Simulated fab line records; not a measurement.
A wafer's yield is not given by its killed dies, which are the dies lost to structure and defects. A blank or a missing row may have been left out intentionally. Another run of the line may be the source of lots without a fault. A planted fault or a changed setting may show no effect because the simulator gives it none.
Which tool is to blame? / flow berkeley_cmos170 / 14 lots with 42 wafers sampled at 6 steps, on a route of 331 steps

## WHAT THE GAUGES READ, wafer by wafer
UCB170_PWELL_THK_MEAS_03. Usual: PWELL_OXIDE_THK gives 26.3 nm (standard deviation 0.47).
lot=L741; measured=day 3 00:40; on=film_metro-03; PWELL_OXIDE_THK (nm)=26.0 25.9 26.1; flag=
lot=L742; measured=day 3 03:42; on=film_metro-03; PWELL_OXIDE_THK (nm)=26.7 26.6 26.8; flag=
lot=L743; measured=day 3 11:31; on=film_metro-03; PWELL_OXIDE_THK (nm)=25.9 25.5 25.5; flag=
lot=L744; measured=day 3 11:31; on=film_metro-04; PWELL_OXIDE_THK (nm)=25.5 26.0 25.3; flag=
lot=L746; measured=day 4 05:07; on=film_metro-01; PWELL_OXIDE_THK (nm)=26.1 26.3 26.1; flag=
lot=L747; measured=day 4 05:05; on=film_metro-04; PWELL_OXIDE_THK (nm)=26.5 26.6 26.4; flag=
lot=L749; measured=day 4 19:37; on=film_metro-01; PWELL_OXIDE_THK (nm)=26.2 26.4 26.6; flag=
lot=L750; measured=day 5 03:13; on=film_metro-01; PWELL_OXIDE_THK (nm)=25.9 26.1 26.1; flag=
lot=L751; measured=day 5 03:16; on=film_metro-01; PWELL_OXIDE_THK (nm)=27.4 27.3 26.8; flag=
lot=L752; measured=day 5 13:16; on=film_metro-04; PWELL_OXIDE_THK (nm)=25.9 26.7 25.8; flag=
lot=L754; measured=day 5 18:47; on=film_metro-04; PWELL_OXIDE_THK (nm)=26.5 26.5 26.7; flag=
lot=L757; measured=day 6 02:29; on=film_metro-01; PWELL_OXIDE_THK (nm)=26.0 25.4 25.9; flag=
lot=L758; measured=day 6 17:07; on=film_metro-01; PWELL_OXIDE_THK (nm)=25.9 25.8 26.3; flag=
lot=L763; measured=day 7 10:04; on=film_metro-01; PWELL_OXIDE_THK (nm)=25.7 26.0 26.1; flag=

UCB170_PFIELD_OVL_MEAS_06. Usual: PFIELD_OVL gives 1 nm (standard deviation 6.1).
lot=L741; measured=day 4 17:23; on=overlay-01; PFIELD_OVL (nm)=-4 -1 -3; flag=
lot=L742; measured=day 5 00:37; on=overlay-01; PFIELD_OVL (nm)=-2 -13 -11; flag=
lot=L743; measured=day 5 00:51; on=overlay-02; PFIELD_OVL (nm)=0 5 7; flag=
lot=L744; measured=day 5 01:05; on=overlay-01; PFIELD_OVL (nm)=-5 1 -9; flag=
lot=L746; measured=day 5 18:47; on=overlay-02; PFIELD_OVL (nm)=-6 -1 1; flag=
lot=L747; measured=day 5 19:21; on=overlay-02; PFIELD_OVL (nm)=11 14 5; flag=
lot=L749; measured=day 6 14:25; on=overlay-02; PFIELD_OVL (nm)=5 3 8; flag=
lot=L750; measured=day 6 19:36; on=overlay-01; PFIELD_OVL (nm)=0 2 -2; flag=
lot=L751; measured=day 6 19:50; on=overlay-02; PFIELD_OVL (nm)=6 7 -6; flag=
lot=L752; measured=day 7 08:59; on=overlay-01; PFIELD_OVL (nm)=7 5 3; flag=
lot=L754; measured=day 7 14:47; on=overlay-01; PFIELD_OVL (nm)=-9 -8 -1; flag=
lot=L757; measured=day 7 17:14; on=overlay-02; PFIELD_OVL (nm)=-1 -1 -1; flag=
lot=L758; measured=day 8 02:25; on=overlay-02; PFIELD_OVL (nm)=5 -2 -1; flag=
lot=L763; measured=day 9 00:35; on=overlay-02; PFIELD_OVL (nm)=9 4 4; flag=

UCB170_SDANNEAL_RS_MEAS_03: measurement is done with a four-point probe. Usual: NSD_RS gives 37.08 ohm/sq (standard deviation 0.089).
lot=L741; measured=day 7 07:19; on=film_metro-04; NSD_RS (ohm/sq)=37.06 37.19 37.01; flag=
lot=L742; measured=day 7 07:47; on=film_metro-02; NSD_RS (ohm/sq)=37.04 37.15 37.15; flag=
lot=L743; measured=day 7 07:57; on=film_metro-04; NSD_RS (ohm/sq)=36.96 37.05 37.11; flag=
lot=L744; measured=day 7 07:27; on=film_metro-01; NSD_RS (ohm/sq)=37.17 37.20 37.19; flag=
lot=L746; measured=day 8 07:10; on=film_metro-01; NSD_RS (ohm/sq)=37.17 37.12 37.07; flag=
lot=L747; measured=day 8 07:43; on=film_metro-04; NSD_RS (ohm/sq)=37.22 37.15 37.06; flag=
lot=L749; measured=day 9 03:58; on=film_metro-02; NSD_RS (ohm/sq)=37.07 37.16 37.05; flag=
lot=L750; measured=day 9 04:23; on=film_metro-01; NSD_RS (ohm/sq)=37.24 37.22 37.27; flag=
lot=L751; measured=day 9 03:55; on=film_metro-04; NSD_RS (ohm/sq)=37.06 36.97 36.97; flag=
lot=L752; measured=day 9 22:01; on=film_metro-01; NSD_RS (ohm/sq)=37.23 37.28 37.17; flag=
lot=L754; measured=day 9 21:42; on=film_metro-04; NSD_RS (ohm/sq)=37.06 36.99 36.99; flag=
lot=L757; measured=day 10 10:04; on=film_metro-02; NSD_RS (ohm/sq)=35.36 35.44 35.37; flag=OFF
lot=L758; measured=day 10 16:12; on=film_metro-01; NSD_RS (ohm/sq)=35.60 35.59 35.62; flag=OFF
lot=L763; measured=day 11 10:22; on=film_metro-04; NSD_RS (ohm/sq)=36.97 37.05 36.99; flag=

## TOOL THAT RAN EACH LOT (tool first, then ch and the chambers of the sampled wafers, then the start)
lot=L741; UCB170_ZERO_STRIP_07=plasma_asher-01 ch 0,1, day 1 23:55; UCB170_NSD_IMPLANT_08=implanter-01 ch 0, day 7 05:38; UCB170_NSD_STRIP_09=plasma_asher-02 ch 0,1, day 7 05:47
lot=L742; UCB170_ZERO_STRIP_07=plasma_asher-04 ch 0,1, day 2 07:19; UCB170_NSD_IMPLANT_08=implanter-03 ch 0, day 7 05:56; UCB170_NSD_STRIP_09=plasma_asher-03 ch 0,1, day 7 06:04
lot=L743; UCB170_ZERO_STRIP_07=plasma_asher-01 ch 0,1, day 2 10:49; UCB170_NSD_IMPLANT_08=implanter-04 ch 0, day 7 06:10; UCB170_NSD_STRIP_09=plasma_asher-04 ch 0,1, day 7 06:17
lot=L744; UCB170_ZERO_STRIP_07=plasma_asher-03 ch 0,1, day 2 15:25; UCB170_NSD_IMPLANT_08=implanter-04 ch 0, day 7 05:52; UCB170_NSD_STRIP_09=plasma_asher-04 ch 0,1, day 7 06:01
lot=L746; UCB170_ZERO_STRIP_07=plasma_asher-04 ch 0,1, day 3 04:12; UCB170_NSD_IMPLANT_08=implanter-01 ch 0, day 8 05:19; UCB170_NSD_STRIP_09=plasma_asher-04 ch 0,1, day 8 05:26
lot=L747; UCB170_ZERO_STRIP_07=plasma_asher-01 ch 0,1, day 3 04:25; UCB170_NSD_IMPLANT_08=implanter-04 ch 0, day 8 05:52; UCB170_NSD_STRIP_09=plasma_asher-02 ch 0,1, day 8 05:59
lot=L749; UCB170_ZERO_STRIP_07=plasma_asher-01 ch 0,1, day 3 18:00; UCB170_NSD_IMPLANT_08=implanter-03 ch 0, day 9 02:24; UCB170_NSD_STRIP_09=plasma_asher-04 ch 0,1, day 9 02:33
lot=L750; UCB170_ZERO_STRIP_07=plasma_asher-03 ch 0,1, day 4 01:33; UCB170_NSD_IMPLANT_08=implanter-04 ch 0, day 9 02:39; UCB170_NSD_STRIP_09=plasma_asher-02 ch 0,1, day 9 02:46
lot=L751; UCB170_ZERO_STRIP_07=plasma_asher-04 ch 0,1, day 4 03:24; UCB170_NSD_IMPLANT_08=implanter-01 ch 0, day 9 02:09; UCB170_NSD_STRIP_09=plasma_asher-02 ch 1, day 9 02:18
lot=L752; UCB170_ZERO_STRIP_07=plasma_asher-01 ch 0,1, day 4 12:57; UCB170_NSD_IMPLANT_08=implanter-01 ch 0, day 9 19:59; UCB170_NSD_STRIP_09=plasma_asher-04 ch 0,1, day 9 20:06
lot=L754; UCB170_ZERO_STRIP_07=plasma_asher-03 ch 0,1, day 4 18:49; UCB170_NSD_IMPLANT_08=implanter-03 ch 0, day 9 19:41; UCB170_NSD_STRIP_09=plasma_asher-03 ch 0,1, day 9 19:49
lot=L757; UCB170_ZERO_STRIP_07=plasma_asher-01 ch 0,1, day 5 08:26; UCB170_NSD_IMPLANT_08=implanter-03 ch 0, day 10 07:50; UCB170_NSD_STRIP_09=plasma_asher-04 ch 0,1, day 10 07:58
lot=L758; UCB170_ZERO_STRIP_07=plasma_asher-01 ch 0,1, day 5 11:23; UCB170_NSD_IMPLANT_08=implanter-03 ch 0, day 10 14:41; UCB170_NSD_STRIP_09=plasma_asher-03 ch 0,1, day 10 14:50
lot=L763; UCB170_ZERO_STRIP_07=plasma_asher-01 ch 0,1, day 6 12:14; UCB170_NSD_IMPLANT_08=implanter-04 ch 0, day 11 08:23; UCB170_NSD_STRIP_09=plasma_asher-04 ch 0,1, day 11 08:32
- UCB170_ZERO_STRIP_07: strips in O2.
- UCB170_NSD_IMPLANT_08
- UCB170_NSD_STRIP_09: strips in O2.

## AS READ BY THE TOOLS THEMSELVES (means over the sampled wafers that have a number; for cases with no such wafer, the mark the record gives instead)
UCB170_ZERO_STRIP_07. Usual: drypump_motor_current_A 5.6 A, standard deviation 0.38; o2_flow_sccm 400.1 sccm, standard deviation 1.1; oes_product_au 0.727 a.u., standard deviation 0.0045; strip_time_to_endpoint_s 21.46 s, standard deviation 0.053.
lot=L741; tool=plasma_asher-01; drypump_motor_current_A (A)=5.3; o2_flow_sccm (sccm)=400.5; oes_product_au (a.u.)=0.731; strip_time_to_endpoint_s (s)=21.51; flag=
lot=L742; tool=plasma_asher-04; drypump_motor_current_A (A)=6.2; o2_flow_sccm (sccm)=398.7; oes_product_au (a.u.)=0.729; strip_time_to_endpoint_s (s)=21.50; flag=
lot=L743; tool=plasma_asher-01; drypump_motor_current_A (A)=5.5; o2_flow_sccm (sccm)=400.9; oes_product_au (a.u.)=0.726; strip_time_to_endpoint_s (s)=21.50; flag=
lot=L744; tool=plasma_asher-03; drypump_motor_current_A (A)=5.6; o2_flow_sccm (sccm)=400.3; oes_product_au (a.u.)=0.726; strip_time_to_endpoint_s (s)=21.52; flag=
lot=L746; tool=plasma_asher-04; drypump_motor_current_A (A)=6.3; o2_flow_sccm (sccm)=401.8; oes_product_au (a.u.)=0.727; strip_time_to_endpoint_s (s)=21.45; flag=
lot=L747; tool=plasma_asher-01; drypump_motor_current_A (A)=5.4; o2_flow_sccm (sccm)=400.2; oes_product_au (a.u.)=0.726; strip_time_to_endpoint_s (s)=21.41; flag=
lot=L749; tool=plasma_asher-01; drypump_motor_current_A (A)=5.5; o2_flow_sccm (sccm)=400.1; oes_product_au (a.u.)=0.725; strip_time_to_endpoint_s (s)=21.44; flag=
lot=L750; tool=plasma_asher-03; drypump_motor_current_A (A)=5.6; o2_flow_sccm (sccm)=399.5; oes_product_au (a.u.)=0.730; strip_time_to_endpoint_s (s)=21.48; flag=
lot=L751; tool=plasma_asher-04; drypump_motor_current_A (A)=6.3; o2_flow_sccm (sccm)=400.4; oes_product_au (a.u.)=0.727; strip_time_to_endpoint_s (s)=21.48; flag=
lot=L752; tool=plasma_asher-01; drypump_motor_current_A (A)=5.3; o2_flow_sccm (sccm)=399.8; oes_product_au (a.u.)=0.727; strip_time_to_endpoint_s (s)=21.42; flag=
lot=L754; tool=plasma_asher-03; drypump_motor_current_A (A)=5.5; o2_flow_sccm (sccm)=400.9; oes_product_au (a.u.)=0.727; strip_time_to_endpoint_s (s)=21.47; flag=
lot=L757; tool=plasma_asher-01; drypump_motor_current_A (A)=5.5; o2_flow_sccm (sccm)=401.1; oes_product_au (a.u.)=0.729; strip_time_to_endpoint_s (s)=21.48; flag=
lot=L758; tool=plasma_asher-01; drypump_motor_current_A (A)=5.3; o2_flow_sccm (sccm)=400.3; oes_product_au (a.u.)=0.729; strip_time_to_endpoint_s (s)=21.50; flag=
lot=L763; tool=plasma_asher-01; drypump_motor_current_A (A)=5.5; o2_flow_sccm (sccm)=399.5; oes_product_au (a.u.)=0.726; strip_time_to_endpoint_s (s)=21.40; flag=

UCB170_NSD_IMPLANT_08. Usual: dose_ions_cm2 3e+15, standard deviation 3.5e+12; faraday_current_uA 9258, standard deviation 190.
lot=L741 tool=implanter-01 dose_ions_cm2=3e+15 faraday_current_uA=8955 flag=
lot=L742 tool=implanter-03 dose_ions_cm2=3e+15 faraday_current_uA=9187 flag=
lot=L743 tool=implanter-04 dose_ions_cm2=3e+15 faraday_current_uA=9261 flag=
lot=L744 tool=implanter-04 dose_ions_cm2=3e+15 faraday_current_uA=9300 flag=
lot=L746 tool=implanter-01 dose_ions_cm2=3e+15 faraday_current_uA=9457 flag=
lot=L747 tool=implanter-04 dose_ions_cm2=3e+15 faraday_current_uA=9195 flag=
lot=L749 tool=implanter-03 dose_ions_cm2=3e+15 faraday_current_uA=9380 flag=
lot=L750 tool=implanter-04 dose_ions_cm2=3e+15 faraday_current_uA=9310 flag=
lot=L751 tool=implanter-01 dose_ions_cm2=3e+15 faraday_current_uA=8994 flag=
lot=L752 tool=implanter-01 dose_ions_cm2=3e+15 faraday_current_uA=9135 flag=
lot=L754 tool=implanter-03 dose_ions_cm2=3e+15 faraday_current_uA=9072 flag=
lot=L757 tool=implanter-03 dose_ions_cm2=3e+15 faraday_current_uA=10243 flag=OFF
lot=L758 tool=implanter-03 dose_ions_cm2=3e+15 faraday_current_uA=10262 flag=OFF
lot=L763 tool=implanter-04 dose_ions_cm2=3e+15 faraday_current_uA=9096 flag=

UCB170_NSD_STRIP_09. Usual: drypump_motor_current_A 5.7 A, standard deviation 0.49; o2_flow_sccm 400.0 sccm, standard deviation 1.2; oes_product_au 0.531 a.u., standard deviation 0.004; strip_time_to_endpoint_s 36.04 s, standard deviation 0.066.
lot=L741; tool=plasma_asher-02; drypump_motor_current_A (A)=5.5; o2_flow_sccm (sccm)=399.9; oes_product_au (a.u.)=0.531; strip_time_to_endpoint_s (s)=36.01; flag=
lot=L742; tool=plasma_asher-03; drypump_motor_current_A (A)=5.6; o2_flow_sccm (sccm)=401.0; oes_product_au (a.u.)=0.536; strip_time_to_endpoint_s (s)=35.98; flag=
lot=L743; tool=plasma_asher-04; drypump_motor_current_A (A)=6.3; o2_flow_sccm (sccm)=400.5; oes_product_au (a.u.)=0.532; strip_time_to_endpoint_s (s)=36.08; flag=
lot=L744; tool=plasma_asher-04; drypump_motor_current_A (A)=6.2; o2_flow_sccm (sccm)=401.0; oes_product_au (a.u.)=0.533; strip_time_to_endpoint_s (s)=36.03; flag=
lot=L746; tool=plasma_asher-04; drypump_motor_current_A (A)=6.3; o2_flow_sccm (sccm)=400.7; oes_product_au (a.u.)=0.529; strip_time_to_endpoint_s (s)=35.93; flag=
lot=L747; tool=plasma_asher-02; drypump_motor_current_A (A)=5.2; o2_flow_sccm (sccm)=398.5; oes_product_au (a.u.)=0.531; strip_time_to_endpoint_s (s)=35.95; flag=
lot=L749; tool=plasma_asher-04; drypump_motor_current_A (A)=6.3; o2_flow_sccm (sccm)=399.7; oes_product_au (a.u.)=0.532; strip_time_to_endpoint_s (s)=36.11; flag=
lot=L750; tool=plasma_asher-02; drypump_motor_current_A (A)=5.5; o2_flow_sccm (sccm)=400.0; oes_product_au (a.u.)=0.535; strip_time_to_endpoint_s (s)=35.91; flag=
lot=L751; tool=plasma_asher-02; drypump_motor_current_A (A)=5.0; o2_flow_sccm (sccm)=399.3; oes_product_au (a.u.)=0.531; strip_time_to_endpoint_s (s)=36.05; flag=
lot=L752; tool=plasma_asher-04; drypump_motor_current_A (A)=6.2; o2_flow_sccm (sccm)=400.9; oes_product_au (a.u.)=0.533; strip_time_to_endpoint_s (s)=36.08; flag=
lot=L754; tool=plasma_asher-03; drypump_motor_current_A (A)=5.5; o2_flow_sccm (sccm)=399.5; oes_product_au (a.u.)=0.529; strip_time_to_endpoint_s (s)=36.10; flag=
lot=L757; tool=plasma_asher-04; drypump_motor_current_A (A)=6.2; o2_flow_sccm (sccm)=398.9; oes_product_au (a.u.)=0.526; strip_time_to_endpoint_s (s)=37.03; flag=OFF
lot=L758; tool=plasma_asher-03; drypump_motor_current_A (A)=5.6; o2_flow_sccm (sccm)=400.4; oes_product_au (a.u.)=0.518; strip_time_to_endpoint_s (s)=37.08; flag=OFF
lot=L763; tool=plasma_asher-04; drypump_motor_current_A (A)=6.2; o2_flow_sccm (sccm)=398.5; oes_product_au (a.u.)=0.530; strip_time_to_endpoint_s (s)=36.03; flag=

## THE ANSWER, worked out from the rows above alone
Rule: a lot counts as off when the mean over its wafers that have a number is more than 3 standard deviations away from the usual mean. A lot without any number at a reading at which 4 lots or more have one is off too. The other lots that the step has rows for count as sound. The gauges are gone through in route order, then the tools' own readings, and for those a lot's mean is taken as printed above. The first step at which some lot is off is used, and at that step the reading that is off furthest; a lot without a number counts as furthest.
Off: L757, L758, seen at UCB170_SDANNEAL_RS_MEAS_03 (NSD_RS).
If a tool, at a process step before that reading, ran all the lots that are off and no sound lot after the first of them, it fits. Not tried: the gauges at UCB170_SDANNEAL_RS_MEAS_03; whatever is off there is also off at UCB170_NSD_IMPLANT_08, on other tools, and gauge error can't account for it. One fits: implanter-03 at UCB170_NSD_IMPLANT_08. Its last sound lot is L754 (day 9 19:41), its first lot that is off L757 (day 10 07:50): a fault that began between those two fits.
The tool's own readings at UCB170_NSD_IMPLANT_08 bear it out: on the lots that are off they differ by more than 5 times the standard deviation of the sound lots' means. faraday_current_uA reads 10252 there against 9195 on the sound lots.

## WHAT HAD BEEN PUT IN BY THE SIMULATOR
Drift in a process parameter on implanter-03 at UCB170_NSD_IMPLANT_08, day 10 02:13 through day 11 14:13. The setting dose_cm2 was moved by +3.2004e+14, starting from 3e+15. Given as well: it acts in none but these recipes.
Struck lots among those shown: L757, L758. The rule above found the same.
